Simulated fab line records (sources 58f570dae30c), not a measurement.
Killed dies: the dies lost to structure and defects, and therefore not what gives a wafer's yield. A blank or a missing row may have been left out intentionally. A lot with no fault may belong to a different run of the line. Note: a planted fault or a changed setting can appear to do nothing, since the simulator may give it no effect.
2 desks, one fault / flow berkeley cmos170 / each desk holds nothing but its own numbers, with what lay behind them at the end

## DESK OF THE TOOL OWNER: implanter-01
The tool's own readings at UCB170_PFIELD_IMPLANT_07, given as means over the sampled wafers that have a number, one for each lot that went through this tool. If a lot's mean is further than 4 standard deviations from the usual mean, the lot is out of limits and carries the mark OUT (the distance appears in the brackets).
Columns: A = dose ions cm2 at UCB170_PFIELD_IMPLANT_07, usual 2.0003e+13
lot=L348; first seen here=day 4 14:39; A=2.0012e+13
lot=L349; first seen here=day 5 02:58; A=2.0020e+13
lot=L354; first seen here=day 5 18:35; A=1.9460e+13 (-27) OUT
lot=L355; first seen here=day 5 23:41; A=1.9435e+13 (-28) OUT
lot=L370; first seen here=day 9 14:18; A=2.0024e+13
Finding of this desk: L354, L355 out of limits; the first was L354 at day 5 18:35, on dose ions cm2 at UCB170_PFIELD_IMPLANT_07. L348, L349, L370: within limits.

## AT THE METROLOGY DESK
Lot by lot, what the gauges showed, no matter which tool ran the lot: averages of those sampled wafers that carry a number. If a lot's mean is further than 4 standard deviations from the usual mean, the lot is out of limits and carries the mark OUT (the distance appears in the brackets).
Columns: A = NWELL_TW at UCB170_NWELL_TW_MEAS_16, usual 1250; B = PFIELD_OVL at UCB170_PFIELD_OVL_MEAS_06, usual 2 nm
lot=L347; first seen here=day 2 10:03; A=1252; B=-2
lot=L348; first seen here=day 2 15:08; A=1254; B=8
lot=L349; first seen here=day 2 18:38; A=1264; B=-2
lot=L351; first seen here=day 3 00:25; A=1255; B=-2
lot=L352; first seen here=day 3 03:31; A=1253; B=15
lot=L354; first seen here=day 3 18:58; A=1244; B=12
lot=L355; first seen here=day 4 00:58; A=1251; B=2
lot=L362; first seen here=day 5 13:04; A=1252; B=6
lot=L363; first seen here=day 5 20:10; A=1247; B=-2
lot=L365; first seen here=day 6 05:49; A=1249; B=-0
lot=L367; first seen here=day 6 14:45; A=1254; B=2
lot=L368; first seen here=day 7 00:02; A=1241; B=4
lot=L369; first seen here=day 7 00:18; A=1253; B=10
lot=L370; first seen here=day 7 11:56; A=1253; B=-6
This desk's verdict: no lot among the 14 shows anything out of limits.

## BROUGHT TOGETHER
At day 5 18:35, on L354, L355, the tool owner's desk was in a position to raise an alarm.
At the metrology desk, nothing out of limits was observed.
The metrology desk has L354, L355 on record, within its limits.
All the named lots went through UCB170_PFIELD_IMPLANT_07 on implanter-01.

## WHAT WAS PUT IN BY THE SIMULATOR
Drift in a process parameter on implanter-01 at UCB170_PFIELD_IMPLANT_07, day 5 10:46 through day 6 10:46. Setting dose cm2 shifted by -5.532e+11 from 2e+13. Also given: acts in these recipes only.
Lots struck among those shown: L354, L355.
Hours from the fault's start to each desk's first reading out of limits: the tool owner's desk, 8.
